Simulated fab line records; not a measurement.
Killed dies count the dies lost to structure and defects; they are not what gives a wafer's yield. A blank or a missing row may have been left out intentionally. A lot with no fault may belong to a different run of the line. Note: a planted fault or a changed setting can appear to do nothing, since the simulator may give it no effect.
Which tool is to blame? :: flow ritCmos :: Sampling: 15 lots, 45 wafers, 2 of 202 route steps

## WHAT EACH GAUGE READ, for each wafer
Not one reading of a measure or inspect step in the record can be checked against a usual standard deviation.

## TOOL THAT RAN EACH LOT (tool first, then ch and the chambers of the sampled wafers, then the start)
lot: L308
RIT_CONTACT_SOFTBAKE_04: lithoTrack-01 ch 0, day 3 03:47
RIT_M1_PROBE_99: -

lot: L311
RIT_CONTACT_SOFTBAKE_04: lithoTrack-04 ch 0, day 3 21:08
RIT_M1_PROBE_99: -

lot: L312
RIT_CONTACT_SOFTBAKE_04: lithoTrack-04 ch 0, day 4 00:59
RIT_M1_PROBE_99: -

lot: L313
RIT_CONTACT_SOFTBAKE_04: lithoTrack-04 ch 0, day 4 08:47
RIT_M1_PROBE_99: -

lot: L314
RIT_CONTACT_SOFTBAKE_04: lithoTrack-02 ch 0, day 4 13:29
RIT_M1_PROBE_99: prober-01, day 4 19:39

lot: L315
RIT_CONTACT_SOFTBAKE_04: lithoTrack-02 ch 0, day 4 15:29
RIT_M1_PROBE_99: prober-02, day 4 21:36

lot: L316
RIT_CONTACT_SOFTBAKE_04: lithoTrack-04 ch 0, day 4 20:35
RIT_M1_PROBE_99: prober-01, day 5 02:40

lot: L317
RIT_CONTACT_SOFTBAKE_04: lithoTrack-02 ch 0, day 5 01:32
RIT_M1_PROBE_99: prober-02, day 5 07:23

lot: L318
RIT_CONTACT_SOFTBAKE_04: lithoTrack-02 ch 0, day 5 06:02
RIT_M1_PROBE_99: prober-01, day 5 11:56

lot: L319
RIT_CONTACT_SOFTBAKE_04: lithoTrack-04 ch 0, day 5 10:39
RIT_M1_PROBE_99: prober-02, day 5 16:38

lot: L320
RIT_CONTACT_SOFTBAKE_04: lithoTrack-02 ch 0, day 5 15:53
RIT_M1_PROBE_99: -

lot: L321
RIT_CONTACT_SOFTBAKE_04: lithoTrack-04 ch 0, day 5 21:05
RIT_M1_PROBE_99: prober-01, day 6 03:43

lot: L325
RIT_CONTACT_SOFTBAKE_04: lithoTrack-02 ch 0, day 6 16:23
RIT_M1_PROBE_99: -

lot: L327
RIT_CONTACT_SOFTBAKE_04: lithoTrack-01 ch 0, day 7 03:28
RIT_M1_PROBE_99: -

lot: L331
RIT_CONTACT_SOFTBAKE_04: lithoTrack-04 ch 0, day 7 22:54
RIT_M1_PROBE_99: -
- RIT_CONTACT_SOFTBAKE_04: time 60 s.
- RIT_M1_PROBE_99

## AS READ BY THE TOOLS THEMSELVES (means over the sampled wafers that have a number; for cases with no such wafer, the mark the record gives instead)
RIT_CONTACT_SOFTBAKE_04.
lot: L308
tool: lithoTrack-01
heaterPowerTotalW (W): 34.60
runLengthS (s): 88.89

lot: L311
tool: lithoTrack-04
heaterPowerTotalW (W): 34.56
runLengthS (s): 89.38

lot: L312
tool: lithoTrack-04
heaterPowerTotalW (W): 34.57
runLengthS (s): 89.46

lot: L313
tool: lithoTrack-04
heaterPowerTotalW (W): 34.55
runLengthS (s): 89.44

lot: L314
tool: lithoTrack-02
heaterPowerTotalW (W): 34.56
runLengthS (s): 89.40

lot: L315
tool: lithoTrack-02
heaterPowerTotalW (W): 34.59
runLengthS (s): 89.36

lot: L316
tool: lithoTrack-04
heaterPowerTotalW (W): 34.57
runLengthS (s): 89.30

lot: L317
tool: lithoTrack-02
heaterPowerTotalW (W): 34.62
runLengthS (s): 89.38

lot: L318
tool: lithoTrack-02
heaterPowerTotalW (W): 36.33
runLengthS (s): 79.82

lot: L319
tool: lithoTrack-04
heaterPowerTotalW (W): 34.56
runLengthS (s): 89.43

lot: L320
tool: lithoTrack-02
heaterPowerTotalW (W): 36.38
runLengthS (s): 79.96

lot: L321
tool: lithoTrack-04
heaterPowerTotalW (W): 34.59
runLengthS (s): 89.34

lot: L325
tool: lithoTrack-02
heaterPowerTotalW (W): 36.36
runLengthS (s): 79.90

lot: L327
tool: lithoTrack-01
heaterPowerTotalW (W): 34.53
runLengthS (s): 88.95

lot: L331
tool: lithoTrack-04
heaterPowerTotalW (W): 34.53
runLengthS (s): 89.45

RIT_M1_PROBE_99.
lot: L314
tool: prober-01
killedAtContacts: 0.0
killedAtFrontEnd: 5.7
killedDies: 5.7
killedOpen: 3.7
killedShort: 2.0

lot: L315
tool: prober-02
killedAtContacts: 0.0
killedAtFrontEnd: 7.3
killedDies: 7.3
killedOpen: 3.7
killedShort: 3.7

lot: L316
tool: prober-01
killedAtContacts: 0.0
killedAtFrontEnd: 6.7
killedDies: 6.7
killedOpen: 3.3
killedShort: 3.3

lot: L317
tool: prober-02
killedAtContacts: 0.3
killedAtFrontEnd: 4.3
killedDies: 4.7
killedOpen: 2.7
killedShort: 2.0

lot: L318
tool: prober-01
killedAtContacts: 0.0
killedAtFrontEnd: 9.3
killedDies: 9.3
killedOpen: 6.0
killedShort: 3.3

lot: L319
tool: prober-02
killedAtContacts: 0.0
killedAtFrontEnd: 7.7
killedDies: 7.7
killedOpen: 3.3
killedShort: 4.3

lot: L321
tool: prober-01
killedAtContacts: 0.0
killedAtFrontEnd: 6.7
killedDies: 6.7
killedOpen: 4.0
killedShort: 2.7

## THE ANSWER, worked out from the rows above alone
Rule: usual is defined by the lots themselves. Put in order of their means at a reading, lots are off if they are a third of the lots or fewer, leave a main group of 4 or more, and stand apart from it by a gap of 3 or more times the standard deviation of the main group's means; of several such gaps the widest counts. If all means in a main group match to the digits the tables above print for the reading, that group is not used. A lot without any number at a reading at which 4 lots or more have one is off too. All remaining lots with rows at the step are treated as sound. The gauges are gone through in route order, then the tools' own readings, and for those a lot's mean is taken as printed above. The first step at which some lot is off is used, and at that step the reading that is off furthest; a lot without a number counts as furthest.
Off: L318, L320, L325 (RIT_CONTACT_SOFTBAKE_04, heaterPowerTotalW). The main group: mean 34.57 W, standard deviation 0.026.
If a tool, at that step or one of the process steps before it, ran each lot that is off and ran no sound lot following the first of them, it fits. One fits: lithoTrack-02 at RIT_CONTACT_SOFTBAKE_04. Its last sound lot is L317 (day 5 01:32), its first lot that is off L318 (day 5 06:02): a fault that began between those two fits.
The tool's own readings at RIT_CONTACT_SOFTBAKE_04 bear it out: on the lots that are off they differ by more than 5 times the standard deviation of the sound lots' means. heaterPowerTotalW reads 36.36 W there against 34.57 W on the sound lots; runLengthS reads 79.89 s there against 89.31 s on the sound lots.

## WHAT THE SIMULATOR HAD PUT IN
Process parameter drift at RIT_CONTACT_SOFTBAKE_04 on lithoTrack-02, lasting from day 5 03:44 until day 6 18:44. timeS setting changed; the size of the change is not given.
Struck lots among those shown: L318, L320, L325. The same result came from the rule above.
